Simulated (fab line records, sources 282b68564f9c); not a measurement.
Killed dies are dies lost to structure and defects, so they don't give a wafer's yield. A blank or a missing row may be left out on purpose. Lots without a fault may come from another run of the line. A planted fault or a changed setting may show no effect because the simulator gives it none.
A struck lot beside a sound one | flow rit_cmos | 20 steps out of a route of 202
Sound: wafers L460.1, L460.4, L460.5. Struck: wafers L450.1, L450.3, L450.5. The cause comes at the end.
At each step with rows: each side's tool, then ch and its chambers, then its first start. Under that, the readings that differ: sound wafers | struck wafers | difference of the means | sigmas: that difference in standard deviations of wafers without a fault.
alike: readings whose means differ by less than 2 such deviations, and words and numbers that are the same on both sides. not compared: withheld readings, readings that some wafer has no value for, bounds like >300 that may hide the same value, and numbers for which the record gives no deviation and whose values overlap.
The two part at a step that has a row with sigmas, a row that says differs or no value, or rows on one side only. Numbers that don't overlap but have no deviation are shown without sigmas and don't part them. A reading that every wafer of one side lacks parts them only if that side has two wafers or more.

first, 2 steps without rows for these wafers: RIT_PWELL_HARDBAKE_07 (time 120 s); RIT_PWELL_IMPLANT_08.
RIT_PWELL_STRIP_09: strips in O2, time 180 s.
  sound on plasma_asher-03 ch 0,1, day 6 08:19; struck on plasma_asher-03 ch 0, day 4 06:42
  alike: drypump_motor_current_A
  not compared: rf_hours_counter_h
RIT_PWELL_TW_MEAS_10:
  sound on film_metro-01, day 6 08:29; struck on film_metro-04, day 4 06:52
  reading  | sound       | struck      | difference | sigmas
  PWELL_TW | 951 948 944 | 957 959 960 | +11        | +2
then, 1 step without rows for these wafers: RIT_WELLDRIVE_ANNEAL_00 (time 14700 s).
RIT_WELLDRIVE_RS_MEAS_01: measures by four-point-probe.
  sound on film_metro-04, day 6 13:38; struck on film_metro-02, day 4 12:53
  alike: NWELL_RS
RIT_WELLDRIVE_RS_MEAS_02: measures by four-point-probe.
  sound on film_metro-04, day 6 13:45; struck on film_metro-02, day 4 13:00
  alike: PWELL_RS
then, 5 steps without rows for these wafers: RIT_NRETRO_HMDS_00 (prime time 60 s); RIT_NRETRO_COAT_01 (resist thk 1300 nm); RIT_NRETRO_SOFTBAKE_02 (time 60 s); RIT_NRETRO_EXPOSE_03 (exposes mask M4, target cd 43900 nm); RIT_NRETRO_PEB_04.
RIT_NRETRO_DEVELOP_05: develop time 68 s.
  sound on litho_track-04 ch 0, day 6 14:00; struck on litho_track-02 ch 0, day 4 13:00
RIT_NRETRO_OVL_MEAS_06:
  sound on overlay-01, day 6 14:52; struck on overlay-02, day 4 14:00
  alike: NRETRO_OVL
then, 2 steps without rows for these wafers: RIT_NRETRO_HARDBAKE_07 (time 120 s); RIT_NRETRO_IMPLANT_08.
RIT_NRETRO_STRIP_09: strips in O2, time 180 s.
  sound on plasma_asher-04 ch 0,1, day 6 15:19; struck on plasma_asher-01 ch 0,1, day 4 14:26
  alike: drypump_motor_current_A
  not compared: rf_hours_counter_h
RIT_NRETRO_TW_MEAS_10:
  sound on film_metro-04, day 6 15:29; struck on film_metro-04, day 4 14:37
  reading   | sound          | struck      | difference | sigmas
  NRETRO_TW | 1063 1060 1056 | 231 224 224 | -833       | -99 or more
then, 1 step without rows for these wafers: RIT_PRETRO_HMDS_00 (prime time 60 s).
RIT_M1_PROBE_99:
  the record has rows for the struck wafers here (prober-01, day 5 23:11) and none for the sound ones

WHERE THEY PART
First at RIT_PWELL_TW_MEAS_10; last, within this record, at RIT_M1_PROBE_99.

WHY: what the simulator had put in
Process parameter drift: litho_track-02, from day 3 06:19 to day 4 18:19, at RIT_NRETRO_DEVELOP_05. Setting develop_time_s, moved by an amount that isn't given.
